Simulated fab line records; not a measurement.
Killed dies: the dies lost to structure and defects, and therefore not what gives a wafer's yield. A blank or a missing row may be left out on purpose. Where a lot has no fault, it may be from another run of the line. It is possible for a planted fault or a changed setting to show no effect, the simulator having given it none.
The tool behind it: which one?    flow rit_cmos    42 wafers from 14 lots sampled at 2 of the route's 202 steps

== WHAT THE GAUGES SHOWED, per wafer ==
No reading from a measuring or inspecting step in the record can be judged against a usual standard deviation.

== TOOL THAT RAN EACH LOT (tool first, then ch and the chambers of the sampled wafers, then the start) ==
lot   RIT_ACTIVE_ETCH_13                 RIT_M1_PROBE_99
L326  rie_diel-01 ch 0,1, day 1 14:50    -
L327  rie_diel-04 ch 0,3, day 1 19:50    -
L328  rie_diel-04 ch 0,1,3, day 2 00:50  prober-01, day 3 20:26
L329  rie_diel-04 ch 0,1, day 2 07:28    -
L333  rie_diel-04 ch 0,2,3, day 3 02:41  -
L336  rie_diel-04 ch 1,2,3, day 3 16:43  -
L338  rie_diel-02 ch 0,2,3, day 4 02:50  -
L339  rie_diel-04 ch 0,1,2, day 4 07:50  -
L341  rie_diel-02 ch 1,2,3, day 4 17:50  -
L342  rie_diel-01 ch 0,1,3, day 4 23:24  -
L344  rie_diel-02 ch 0,2,3, day 5 09:18  -
L345  rie_diel-02 ch 0,1,3, day 5 15:13  -
L347  rie_diel-01 ch 0,1,2, day 6 01:07  prober-02, day 8 03:02
L348  rie_diel-02 ch 1,2, day 6 07:52    -
- RIT_ACTIVE_ETCH_13: etches Si3N4 in SF6, stops on SiO2, time 210 s, target depth 210 nm.
- RIT_M1_PROBE_99

== WHAT THE TOOLS THEMSELVES READ (means of the sampled wafers that have a number; where no wafer has one, the mark that the record gives instead) ==
RIT_ACTIVE_ETCH_13.
lot   tool         drypump_motor_current_A (A)  oes_product_au (a.u.)  rf_fwd_power_W (W)  throttle_valve_pct (%)
L326  rie_diel-01  5.9                          0.810                  125.0               7.34
L327  rie_diel-04  5.6                          0.819                  124.6               7.49
L328  rie_diel-04  5.7                          0.810                  124.8               7.49
L329  rie_diel-04  5.7                          0.814                  124.9               7.49
L333  rie_diel-04  6.0                          0.821                  124.6               7.50
L336  rie_diel-04  5.8                          0.808                  117.7               7.48
L338  rie_diel-02  5.4                          0.838                  124.7               7.51
L339  rie_diel-04  6.1                          0.822                  117.7               7.51
L341  rie_diel-02  5.6                          0.841                  124.6               7.56
L342  rie_diel-01  5.5                          0.816                  124.4               7.43
L344  rie_diel-02  5.4                          0.836                  124.7               7.50
L345  rie_diel-02  5.1                          0.831                  124.7               7.52
L347  rie_diel-01  5.9                          0.824                  124.7               7.42
L348  rie_diel-02  5.6                          0.828                  124.6               7.57

RIT_M1_PROBE_99.
lot   tool       killed_at_M0_to_M3  killed_at_contacts  killed_at_front_end  killed_dies  killed_open  killed_short
L328  prober-01  0.0                 0.0                 7.0                  7.0          2            4.7
L347  prober-02  0.0                 0.0                 4.3                  4.3          2            2.0

== THE ANSWER, worked out from the rows above alone ==
Rule: the lots themselves supply what counts as usual. The widest of any qualifying gaps counts: lots, ordered by their means at a reading, are off when they make up no more than a third of the lots, leave a main group of 4 or more, and stand apart from it by 3 or more times the standard deviation of that group's means. Not used: any main group whose means are identical at the precision the tables above print for the reading. A lot without any number at a reading at which 4 lots or more have one is off too. Any other lot the step has rows for is counted as sound. The gauges are gone through in route order, then the tools' own readings, and for those a lot's mean is taken as printed above. At the first step where some lot is off, the reading lying furthest off is the one used; lots without a number count as furthest.
Off at RIT_ACTIVE_ETCH_13 (rf_fwd_power_W): L336, L339. The main group has a mean of 124.7 W with a standard deviation of 0.15.
A tool fits if, at that step or a process step before it, it ran every lot that is off, and no sound lot after the first of them. One candidate fits, namely rie_diel-04 at RIT_ACTIVE_ETCH_13. A fault onset in the window from L333 (day 3 02:41, its last sound lot) to L336 (day 3 16:43, its first lot off) fits.
On the lots that are off, the tool's own readings at RIT_ACTIVE_ETCH_13 differ by more than 5 times the standard deviation of the sound lots' means, which bears it out; rf_fwd_power_W reads 117.7 W there versus 124.7 W on the sound lots.

== WHAT THE SIMULATOR HAD INSERTED ==
rie_diel-04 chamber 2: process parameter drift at RIT_ACTIVE_ETCH_13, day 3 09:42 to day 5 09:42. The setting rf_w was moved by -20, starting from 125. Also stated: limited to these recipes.
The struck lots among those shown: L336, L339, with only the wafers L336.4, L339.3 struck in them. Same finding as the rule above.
